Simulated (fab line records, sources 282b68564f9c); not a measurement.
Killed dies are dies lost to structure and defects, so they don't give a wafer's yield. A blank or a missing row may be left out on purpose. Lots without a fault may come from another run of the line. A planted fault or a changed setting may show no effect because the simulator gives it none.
One fault seen from 2 desks | flow rit_cmos | each desk has only its own numbers; what lay behind them comes last

THE TOOL OWNER'S DESK: pvd_sputter-02
The tool's own readings at RIT_SILICIDE_SPUTTER_01 (material Ti, target thk 30 nm, time 240 s): means of the sampled wafers that have a number, for each lot that ran on this tool. A lot is out of limits, marked OUT, if its mean lies more than 4 standard deviations from the usual mean; the brackets give that distance.
Columns: A = cathode_dc_power_W at RIT_SILICIDE_SPUTTER_01, usual 350.00 W; B = throttle_valve_pct at RIT_SILICIDE_SPUTTER_01, usual 30.0 %
lot  | first seen here | A      | B
L496 | day 3 11:30     | 349.98 | 29.6
L498 | day 3 22:22     | 350.01 | 30.6
L500 | day 4 07:15     | 349.98 | 29.4
L506 | day 5 17:22     | 350.04 | 29.4
L518 | day 8 04:17     | 350.05 | 30.3
This desk's finding: nothing out of limits on any of the 5 lots.

THE METROLOGY DESK
What the gauges read, lot by lot, whatever tool the lot ran on: means of the sampled wafers that have a number. A lot is out of limits, marked OUT, if its mean lies more than 4 standard deviations from the usual mean; the brackets give that distance.
Columns: A = SILICIDE_TI_RS at RIT_SILICIDE_RS_MEAS_02, usual 47.6 ohm/sq; B = SILICIDE_TI_THK at RIT_SILICIDE_THK_MEAS_03, usual 30.6 nm
lot  | first seen here | A    | B
L495 | day 3 08:48     | 48.6 | 30.0
L496 | day 3 11:39     | 46.4 | 31.1
L497 | day 3 14:49     | 48.7 | 30.1
L498 | day 3 22:34     | 47.0 | 31.1
L499 | day 4 00:58     | 48.0 | 30.4
L500 | day 4 07:25     | 48.1 | 30.3
L501 | day 4 10:54     | 47.6 | 30.7
L506 | day 5 17:31     | 44.9 | 32.0
L511 | day 6 16:26     | 47.5 | 30.5
L513 | day 7 01:29     | 47.9 | 30.5
L515 | day 7 13:37     | 47.5 | 30.7
L517 | day 7 20:19     | 48.9 | 30.0
L518 | day 8 04:28     | 47.6 | 30.4
This desk's finding: nothing out of limits on any of the 13 lots.

PUT TOGETHER
The tool owner's desk saw nothing out of limits.
The metrology desk saw nothing out of limits.

WHAT THE SIMULATOR HAD PUT IN
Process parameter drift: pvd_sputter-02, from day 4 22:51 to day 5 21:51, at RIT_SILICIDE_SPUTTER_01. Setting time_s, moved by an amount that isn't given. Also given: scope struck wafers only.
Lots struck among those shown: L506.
